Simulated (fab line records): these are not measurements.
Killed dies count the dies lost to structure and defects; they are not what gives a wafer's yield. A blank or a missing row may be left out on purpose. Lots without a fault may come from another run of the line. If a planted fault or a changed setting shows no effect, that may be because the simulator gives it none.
Which of the tools did it? :: flow ritCmos :: 42 wafers from 14 lots sampled at 6 of the route's 202 steps

WHAT THE GAUGES READ, wafer by wafer
RIT_NWELL_OVL_MEAS_06.
lot: L239
measured: day 2 01:25
on: overlay-02
NWELL_OVL (nm): -1.7 -0.8 -0.7

lot: L240
measured: day 2 06:09
on: overlay-02
NWELL_OVL (nm): -0.3 1.5 0.5

lot: L241
measured: day 2 12:19
on: overlay-02
NWELL_OVL (nm): -1.0 -1.5 -3.6

lot: L242
measured: day 2 17:40
on: overlay-02
NWELL_OVL (nm): -1.6 -2.3 -1.5

lot: L243
measured: day 2 21:23
on: overlay-01
NWELL_OVL (nm): -1.9 1.9 -0.3

lot: L244
measured: day 3 02:28
on: overlay-02
NWELL_OVL (nm): -1.3 -1.6 -1.1

lot: L246
measured: day 3 13:40
on: overlay-02
NWELL_OVL (nm): -2.8 -2.3 -2.1

lot: L247
measured: day 3 17:37
on: overlay-01
NWELL_OVL (nm): -0.8 -2.9 -2.5

lot: L249
measured: day 4 03:25
on: overlay-02
NWELL_OVL (nm): -0.9 -0.5 -0.9

lot: L252
measured: day 4 18:25
on: overlay-02
NWELL_OVL (nm): -0.8 0.4 -1.7

lot: L254
measured: day 5 04:51
on: overlay-02
NWELL_OVL (nm): -1.1 -1.6 -0.1

lot: L257
measured: day 5 20:59
on: overlay-02
NWELL_OVL (nm): -4.9 -3.2 -4.4

lot: L259
measured: day 6 07:07
on: overlay-01
NWELL_OVL (nm): -0.7 0.1 -1.4

lot: L261
measured: day 6 20:16
on: overlay-02
NWELL_OVL (nm): 0.5 -1.9 -1.2

RIT_WELLDRIVE_RS_MEAS_02: the measuring method here is four-point-probe.
lot: L239
measured: day 2 08:50
on: filmMetro-03
PWELL_RS (ohm/sq): 430.5 428.5 429.8

lot: L240
measured: day 2 13:37
on: filmMetro-02
PWELL_RS (ohm/sq): 430.4 428.5 428.7

lot: L241
measured: day 2 19:52
on: filmMetro-04
PWELL_RS (ohm/sq): 428.9 430.7 431.1

lot: L242
measured: day 3 01:13
on: filmMetro-04
PWELL_RS (ohm/sq): 429.4 428.5 429.6

lot: L243
measured: day 3 05:11
on: filmMetro-04
PWELL_RS (ohm/sq): 431.2 431.1 429.6

lot: L244
measured: day 3 10:13
on: filmMetro-02
PWELL_RS (ohm/sq): 428.2 428.2 427.4

lot: L246
measured: day 3 21:05
on: filmMetro-03
PWELL_RS (ohm/sq): 425.6 429.5 428.8

lot: L247
measured: day 4 01:10
on: filmMetro-04
PWELL_RS (ohm/sq): 430.0 428.3 430.0

lot: L249
measured: day 4 11:20
on: filmMetro-03
PWELL_RS (ohm/sq): 430.0 430.6 429.9

lot: L252
measured: day 5 02:04
on: filmMetro-03
PWELL_RS (ohm/sq): 427.9 429.2 429.2

lot: L254
measured: day 5 12:43
on: filmMetro-04
PWELL_RS (ohm/sq): 429.6 430.2 429.4

lot: L257
measured: day 6 04:59
on: filmMetro-02
PWELL_RS (ohm/sq): 430.7 430.0 429.4

lot: L259
measured: day 6 15:09
on: filmMetro-04
PWELL_RS (ohm/sq): 428.4 429.3 430.3

lot: L261
measured: day 7 03:51
on: filmMetro-03
PWELL_RS (ohm/sq): 428.0 429.0 428.5

RIT_SDANNEAL_RS_MEAS_04: the measuring method here is four-point-probe.
lot: L239
measured: day 3 07:05
on: filmMetro-01
PSD_RS (ohm/sq): 115.99 116.00 115.90

lot: L240
measured: day 3 13:08
on: filmMetro-03
PSD_RS (ohm/sq): 116.05 115.82 115.73

lot: L241
measured: day 3 17:52
on: filmMetro-01
PSD_RS (ohm/sq): 116.09 116.12 116.78

lot: L242
measured: day 4 00:26
on: filmMetro-03
PSD_RS (ohm/sq): 116.01 115.76 116.40

lot: L243
measured: day 4 03:16
on: filmMetro-01
PSD_RS (ohm/sq): 115.66 115.57 115.74

lot: L244
measured: day 4 07:33
on: filmMetro-01
PSD_RS (ohm/sq): 116.78 116.08 116.11

lot: L246
measured: day 4 17:55
on: filmMetro-03
PSD_RS (ohm/sq): 116.34 115.93 115.77

lot: L247
measured: day 4 22:02
on: filmMetro-01
PSD_RS (ohm/sq): 122.07 121.66 121.66

lot: L249
measured: day 5 10:43
on: filmMetro-02
PSD_RS (ohm/sq): 121.42 121.77 121.77

lot: L252
measured: day 6 01:26
on: filmMetro-03
PSD_RS (ohm/sq): 115.92 116.20 115.85

lot: L254
measured: day 6 11:35
on: filmMetro-02
PSD_RS (ohm/sq): 116.11 116.05 115.82

lot: L257
measured: day 7 02:01
on: filmMetro-02
PSD_RS (ohm/sq): 116.12 115.86 116.05

lot: L259
measured: day 7 14:23
on: filmMetro-02
PSD_RS (ohm/sq): 115.75 115.70 116.18

lot: L261
measured: day 8 03:22
on: filmMetro-01
PSD_RS (ohm/sq): 116.16 115.72 115.97

RIT_SDANNEAL_RS_MEAS_06: the measuring method here is four-point-probe.
lot: L239
measured: day 3 07:20
on: filmMetro-01
PLDD_RS (ohm/sq): 178.5 178.7 177.7

lot: L240
measured: day 3 13:22
on: filmMetro-03
PLDD_RS (ohm/sq): 178.8 178.0 178.0

lot: L241
measured: day 3 18:07
on: filmMetro-01
PLDD_RS (ohm/sq): 178.9 178.4 179.6

lot: L242
measured: day 4 00:41
on: filmMetro-03
PLDD_RS (ohm/sq): 179.0 178.6 178.7

lot: L243
measured: day 4 03:30
on: filmMetro-01
PLDD_RS (ohm/sq): 178.4 178.8 178.6

lot: L244
measured: day 4 07:47
on: filmMetro-01
PLDD_RS (ohm/sq): 179.2 177.9 178.4

lot: L246
measured: day 4 18:09
on: filmMetro-03
PLDD_RS (ohm/sq): 179.1 179.2 179.5

lot: L247
measured: day 4 22:17
on: filmMetro-01
PLDD_RS (ohm/sq): 184.8 184.6 184.1

lot: L249
measured: day 5 10:58
on: filmMetro-02
PLDD_RS (ohm/sq): 183.8 184.1 183.7

lot: L252
measured: day 6 01:40
on: filmMetro-03
PLDD_RS (ohm/sq): 178.4 178.3 178.5

lot: L254
measured: day 6 11:49
on: filmMetro-02
PLDD_RS (ohm/sq): 178.6 178.5 178.5

lot: L257
measured: day 7 02:16
on: filmMetro-02
PLDD_RS (ohm/sq): 179.2 178.9 179.6

lot: L259
measured: day 7 14:37
on: filmMetro-02
PLDD_RS (ohm/sq): 178.6 178.8 178.3

lot: L261
measured: day 8 03:36
on: filmMetro-01
PLDD_RS (ohm/sq): 179.1 178.6 178.9

EACH LOT AND THE TOOL THAT RAN IT (in order: tool; ch and the chambers of the sampled wafers; start)
lot: L239
RIT_PSD_STRIP_09: plasmaAsher-01 ch 0,1, day 3 06:01
RIT_SDANNEAL_RTA_03: rtpAnneal-01 ch 0, day 3 07:02

lot: L240
RIT_PSD_STRIP_09: plasmaAsher-04 ch 0,1, day 3 12:04
RIT_SDANNEAL_RTA_03: rtpAnneal-02 ch 0, day 3 13:04

lot: L241
RIT_PSD_STRIP_09: plasmaAsher-02 ch 0,1, day 3 17:11
RIT_SDANNEAL_RTA_03: rtpAnneal-01 ch 0, day 3 17:49

lot: L242
RIT_PSD_STRIP_09: plasmaAsher-02 ch 0,1, day 3 23:32
RIT_SDANNEAL_RTA_03: rtpAnneal-02 ch 0, day 4 00:23

lot: L243
RIT_PSD_STRIP_09: plasmaAsher-01 ch 0,1, day 4 02:25
RIT_SDANNEAL_RTA_03: rtpAnneal-01 ch 0, day 4 03:11

lot: L244
RIT_PSD_STRIP_09: plasmaAsher-01 ch 0,1, day 4 06:52
RIT_SDANNEAL_RTA_03: rtpAnneal-02 ch 0, day 4 07:29

lot: L246
RIT_PSD_STRIP_09: plasmaAsher-02 ch 0,1, day 4 17:14
RIT_SDANNEAL_RTA_03: rtpAnneal-02 ch 0, day 4 17:51

lot: L247
RIT_PSD_STRIP_09: plasmaAsher-02 ch 0, day 4 21:23
RIT_SDANNEAL_RTA_03: rtpAnneal-01 ch 0, day 4 21:59

lot: L249
RIT_PSD_STRIP_09: plasmaAsher-02 ch 0,1, day 5 10:02
RIT_SDANNEAL_RTA_03: rtpAnneal-01 ch 0, day 5 10:40

lot: L252
RIT_PSD_STRIP_09: plasmaAsher-02 ch 0,1, day 6 00:47
RIT_SDANNEAL_RTA_03: rtpAnneal-02 ch 0, day 6 01:21

lot: L254
RIT_PSD_STRIP_09: plasmaAsher-02 ch 0,1, day 6 10:55
RIT_SDANNEAL_RTA_03: rtpAnneal-02 ch 0, day 6 11:31

lot: L257
RIT_PSD_STRIP_09: plasmaAsher-04 ch 0,1, day 7 01:22
RIT_SDANNEAL_RTA_03: rtpAnneal-02 ch 0, day 7 01:58

lot: L259
RIT_PSD_STRIP_09: plasmaAsher-01 ch 1, day 7 13:43
RIT_SDANNEAL_RTA_03: rtpAnneal-02 ch 0, day 7 14:20

lot: L261
RIT_PSD_STRIP_09: plasmaAsher-02 ch 0,1, day 8 02:41
RIT_SDANNEAL_RTA_03: rtpAnneal-02 ch 0, day 8 03:18
- RIT_PSD_STRIP_09: strips in O2, time 180 s.
- RIT_SDANNEAL_RTA_03: time 5 s.

AS READ BY THE TOOLS THEMSELVES (means over the sampled wafers that have a number; for cases with no such wafer, the mark the record gives instead)
RIT_PSD_STRIP_09.
lot: L239
tool: plasmaAsher-01
drypumpMotorCurrentA (A): 5.8

lot: L240
tool: plasmaAsher-04
drypumpMotorCurrentA (A): 5.6

lot: L241
tool: plasmaAsher-02
drypumpMotorCurrentA (A): 5.9

lot: L242
tool: plasmaAsher-02
drypumpMotorCurrentA (A): 5.6

lot: L243
tool: plasmaAsher-01
drypumpMotorCurrentA (A): 5.8

lot: L244
tool: plasmaAsher-01
drypumpMotorCurrentA (A): 5.9

lot: L246
tool: plasmaAsher-02
drypumpMotorCurrentA (A): 5.6

lot: L247
tool: plasmaAsher-02
drypumpMotorCurrentA (A): 5.4

lot: L249
tool: plasmaAsher-02
drypumpMotorCurrentA (A): 5.9

lot: L252
tool: plasmaAsher-02
drypumpMotorCurrentA (A): 5.7

lot: L254
tool: plasmaAsher-02
drypumpMotorCurrentA (A): 5.6

lot: L257
tool: plasmaAsher-04
drypumpMotorCurrentA (A): 6.0

lot: L259
tool: plasmaAsher-01
drypumpMotorCurrentA (A): 5.9

lot: L261
tool: plasmaAsher-02
drypumpMotorCurrentA (A): 5.7

RIT_SDANNEAL_RTA_03.
lot: L239
tool: rtpAnneal-01
wafer_temp_C_max: 1053.7

lot: L240
tool: rtpAnneal-02
wafer_temp_C_max: 1053.6

lot: L241
tool: rtpAnneal-01
wafer_temp_C_max: 1052.7

lot: L242
tool: rtpAnneal-02
wafer_temp_C_max: 1053.8

lot: L243
tool: rtpAnneal-01
wafer_temp_C_max: 1054.5

lot: L244
tool: rtpAnneal-02
wafer_temp_C_max: 1053.9

lot: L246
tool: rtpAnneal-02
wafer_temp_C_max: 1052.8

lot: L247
tool: rtpAnneal-01
wafer_temp_C_max: 1045.7

lot: L249
tool: rtpAnneal-01
wafer_temp_C_max: 1044.4

lot: L252
tool: rtpAnneal-02
wafer_temp_C_max: 1052.0

lot: L254
tool: rtpAnneal-02
wafer_temp_C_max: 1053.4

lot: L257
tool: rtpAnneal-02
wafer_temp_C_max: 1052.6

lot: L259
tool: rtpAnneal-02
wafer_temp_C_max: 1053.3

lot: L261
tool: rtpAnneal-02
wafer_temp_C_max: 1054.1

THE ANSWER, worked out from the rows above alone
Rule: usual is defined by the lots themselves. Put in order of their means at a reading, lots are off if they are a third of the lots or fewer, leave a main group of 4 or more, and stand apart from it by a gap of 3 or more times the standard deviation of the main group's means; of several such gaps the widest counts. If all means in a main group match to the digits the tables above print for the reading, that group is not used. A lot without any number at a reading at which 4 lots or more have one is off too. Any other lot the step has rows for is counted as sound. Order of review: gauges by route order, followed by the tools' own readings, for which a lot's mean as printed above is used. At the first step where some lot is off, the reading lying furthest off is the one used; lots without a number count as furthest.
Off: L247, L249, at RIT_SDANNEAL_RS_MEAS_04 (PSD_RS). Main group: mean 116.00 ohm/sq, sd 0.18.
If a tool, at a process step before that reading, ran all the lots that are off and no sound lot after the first of them, it fits. The gauges at RIT_SDANNEAL_RS_MEAS_04 aren't tried: what is off there is off at RIT_SDANNEAL_RTA_03 too, on other tools, and a gauge's error can't cause that. One candidate fits, namely rtpAnneal-01 at RIT_SDANNEAL_RTA_03. A fault onset in the window from L243 (day 4 03:11, its last sound lot) to L247 (day 4 21:59, its first lot off) fits.
The tool's own readings at RIT_SDANNEAL_RTA_03 bear it out: on the lots that are off they differ by more than 5 times the standard deviation of the sound lots' means. wafer_temp_C_max reads 1045.1 there against 1053.4 on the sound lots.

WHAT WAS PUT IN BY THE SIMULATOR
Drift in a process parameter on rtpAnneal-01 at RIT_SDANNEAL_RTA_03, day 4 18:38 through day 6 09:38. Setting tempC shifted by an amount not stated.
Lots struck among those shown: L247, L249. The rule above reached the same finding.
